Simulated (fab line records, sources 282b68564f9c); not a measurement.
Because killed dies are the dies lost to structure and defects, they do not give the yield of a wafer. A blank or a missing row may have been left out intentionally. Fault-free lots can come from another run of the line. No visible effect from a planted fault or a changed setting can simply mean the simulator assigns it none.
8D (eight disciplines) problem report, filled in by code    flow rit cmos    the parts of the form that need people (team, actions taken, sign-off) are left out

== 1. WHAT IS WRONG ==
Mean PSD_RS at RIT_SDANNEAL_RS_MEAS_04: 127.89 ohm/sq over 6 wafers in 2 lots; fault-free wafers: 115.93 ohm/sq, standard deviation 0.3. Relative to the usual mean, that is a shift of +40 standard deviations.
The step: measures by four-point-probe.
First observed at day 6 14:42: wafer L293.1, on film metro-01. At this step, 42 wafers from 14 lots have a number in the record. Rule for "out" (also "out of limits"): further than 4 standard deviations from the usual mean. Any other wafer with a number is counted as sound.

== 2. WHAT THIS IS AND IS NOT ==
question                     is                            is not
which readings at this step  PSD_RS                        -
which lots                   L293, L295                    L278, L280, L281, L282, L283, L285, L286, L287, L289, L290, L298, L300
which wafers of those lots   all that have a number        -
read on which gauges         film metro-01, film metro-04  film metro-02
when                         from day 6 14:42              up to then (30 sound wafers); but 6 sound wafers of L298, L300 came after

== 3. SUSPECTS, AND WHAT RULES EACH OUT ==
Counting: any tool at a process step up to the reading is kept as a suspect provided that every lot that is out went through it and no sound lot did after the first of them.
- the gauge at RIT_SDANNEAL_RS_MEAS_04 has been ruled out. The wafers that are out were read on 2 gauges (film metro-01, film metro-04).
- rtp anneal-02 at RIT_SDANNEAL_RTA_03 (time 5 s): kept. All lots that are out passed through it, beginning with L293 at day 6 14:38, and no sound lot followed; its final sound lot before that point was L289 at day 5 18:49.
Remaining after the count: rtp anneal-02 at RIT_SDANNEAL_RTA_03.

== 4. THE CAUSE (what the simulator had put in) ==
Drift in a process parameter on rtp anneal-02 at RIT_SDANNEAL_RTA_03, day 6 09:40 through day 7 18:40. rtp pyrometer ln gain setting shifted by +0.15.
Counting left only this tool.

== 5. THE EFFECT CHAIN, in route order ==
Each row: a reading whose mean over the struck wafers that have a number lies more than 3 standard deviations from the usual. Only readings whose record carries a usual standard deviation are examined. hours: median over the lots of the time between each lot's start at the first step of this table that gives one and its start at this step. sigmas: the change, counted in usual standard deviations.
hours  step                     reading  usual          on struck wafers  change  sigmas
0      RIT_SDANNEAL_RS_MEAS_04  PSD_RS   115.93 ohm/sq  127.89            +11.96  +40
0      RIT_SDANNEAL_RS_MEAS_06  PLDD_RS  178.6 ohm/sq   191.2             +12.6   +24

== 6. HOW IT WOULD HAVE BEEN CAUGHT EARLIER ==
Counted from the fault's start at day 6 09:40, it took 5 hours until the first out-of-limits reading at a measuring or inspecting step in this record, taken at day 6 14:42.
Tool readings at RIT_SDANNEAL_RTA_03 with a usual standard deviation given in the record: none out on any struck wafer, hence no alarm at a limit of 4 standard deviations on them.
Lots out: 2; of these, L295 started RIT_SDANNEAL_RTA_03 on rtp anneal-02 after day 6 14:42. Holding the tool at that time would have saved it.
